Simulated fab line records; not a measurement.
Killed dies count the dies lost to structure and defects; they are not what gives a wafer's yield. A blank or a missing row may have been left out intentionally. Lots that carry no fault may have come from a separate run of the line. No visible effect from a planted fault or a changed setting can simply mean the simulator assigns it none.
Matching of chambers :: flow berkeley cmos170 :: cmp-02 running UCB170_V1_CMP_02: 4 sister chambers
The step polishes SiO2. 4 wafers are shown with their chamber, then 9 later ones without.

== WAFERS, EACH WITH ITS CHAMBER ==
wafer: L919.4
chamber: 3
motor current A (A): 14.8

wafer: L920.6
chamber: 1
motor current A (A): 19.0

wafer: L924.3
chamber: 2
motor current A (A): 13.8

wafer: L924.6
chamber: 0
motor current A (A): 17.2

== WAFERS WITH NO CHAMBER GIVEN ==
wafer: L926.2
motor current A (A): 14.7

wafer: L926.4
motor current A (A): 17.5

wafer: L926.6
motor current A (A): 18.8

wafer: L930.3
motor current A (A): 17.8

wafer: L930.4
motor current A (A): 17.3

wafer: L930.5
motor current A (A): 15.2

wafer: L937.1
motor current A (A): 14.2

wafer: L937.3
motor current A (A): 15.1

wafer: L937.6
motor current A (A): 13.6

== THE CHAMBER EACH PASSED THROUGH ==
wafer: L926.2
from the rows above: 3
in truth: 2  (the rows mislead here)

wafer: L926.4
from the rows above: 0
in truth: 0

wafer: L926.6
from the rows above: 1
in truth: 1

wafer: L930.3
from the rows above: can't be placed: 0 or 1
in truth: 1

wafer: L930.4
from the rows above: 0
in truth: 0

wafer: L930.5
from the rows above: 3
in truth: 3

wafer: L937.1
from the rows above: can't be placed: 2 or 3
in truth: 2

wafer: L937.3
from the rows above: 3
in truth: 3

wafer: L937.6
from the rows above: 2
in truth: 2
6 of 9 placed correctly. Unplaceable from these rows: 2, with the true chamber sitting among the candidates in 2. Placed wrongly: 1.
How it was worked out, from the rows above alone: a wafer's distance from a chamber is the root of the sum, over the readings, of the square of ((its reading less the chamber's mean) divided by the reading's scatter). If the next closest chamber is less than 2 further off than the closest, the wafer can't be placed; otherwise it belongs to the closest. For every chamber, the mean is computed from those of its wafers that are shown. The scatter: root of mean squared gap, hidden wafer to nearest shown wafer, with one shown wafer a chamber.
